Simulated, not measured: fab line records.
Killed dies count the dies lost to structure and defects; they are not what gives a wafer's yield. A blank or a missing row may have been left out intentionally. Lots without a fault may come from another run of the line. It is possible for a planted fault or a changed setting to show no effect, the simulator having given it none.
A lot that was struck, set against a sound lot	flow ritCmos	12 out of 202 route steps
Sound: these wafers, L435.2, L435.3, L435.5. Struck: wafers L433.2, L433.4, L433.6. The cause is named last.
For every step that has rows: the tool of each side, followed by ch and its chambers, followed by its first start. Under that, the readings that differ: sound wafers	struck wafers	difference of the means	sigmas: that difference in standard deviations of wafers without a fault.
alike: a reading whose means differ by less than 2 such deviations, as well as words and numbers matching on both sides. not compared: withheld readings; readings where some wafer has no value; bounds like >300 that might hide an equal value; numbers whose values overlap and for which the record gives no deviation.
The two part at a step that has a row with sigmas, a row that says differs or no value, or rows on one side only. Non-overlapping numbers with no deviation appear without sigmas and do not part them. Lack of a reading on every wafer of one side parts them only where that side has two or more wafers.

RIT_ACTIVE_BOW_MEAS_00:
  sound on filmMetro-02 at day 3 22:01; struck on filmMetro-03 at day 3 12:01
  alike: INCOMING_BOW
then, 1 step without rows for these wafers: RIT_ACTIVE_OXIDATION_01 (target thk 46.8 nm, ox time 3209 s).
RIT_ACTIVE_THK_MEAS_02:
  sound on filmMetro-01 at day 4 00:35; struck on filmMetro-01 at day 3 14:04
  alike: ACTIVE_OXIDE_THK
then, 1 step without rows for these wafers: RIT_ACTIVE_CVD_03 (deposits Si3N4 from SiH2Cl2/NH3, target thk 150 nm, time 1500 s).
RIT_ACTIVE_THK_MEAS_04:
  sound on filmMetro-01 at day 4 02:04; struck on filmMetro-01 at day 3 15:32
reading	sound	struck	difference	sigmas
ACTIVE_NITRIDE_THK (nm)	147.0 147.1 146.4	151.0 150.8 150.4	+3.9	+3
then, 5 steps without rows for these wafers: RIT_ACTIVE_HMDS_05 (prime time 60 s); RIT_ACTIVE_COAT_06 (resist thk 1000 nm); RIT_ACTIVE_SOFTBAKE_07 (time 60 s); RIT_ACTIVE_EXPOSE_08 (exposes mask M1, target cd 1400 nm); RIT_ACTIVE_PEB_09.
RIT_ACTIVE_DEVELOP_10: develop time 50 s.
  sound on lithoTrack-02 ch 0, day 4 02:00; struck on lithoTrack-02, day 3 16:00
  no value came back on the struck wafers for chillPlateTempC (C), developTimeS (s); on the sound wafers chillPlateTempC (C) reads 23.05 23.13 23.02
RIT_ACTIVE_CD_MEAS_11: the cd target is 1400 nm.
  sound on cdSem-01 at day 4 02:59; struck on cdSem-01 at day 3 16:28
reading	sound	struck	difference	sigmas
cdNm (nm)	1398.0 1399.3 1399.5	- - -	no value on the struck wafers	

WHERE THEY PART
Earliest at RIT_ACTIVE_THK_MEAS_04; latest, in this record, at RIT_ACTIVE_CD_MEAS_11.

WHY: the cause the simulator had injected
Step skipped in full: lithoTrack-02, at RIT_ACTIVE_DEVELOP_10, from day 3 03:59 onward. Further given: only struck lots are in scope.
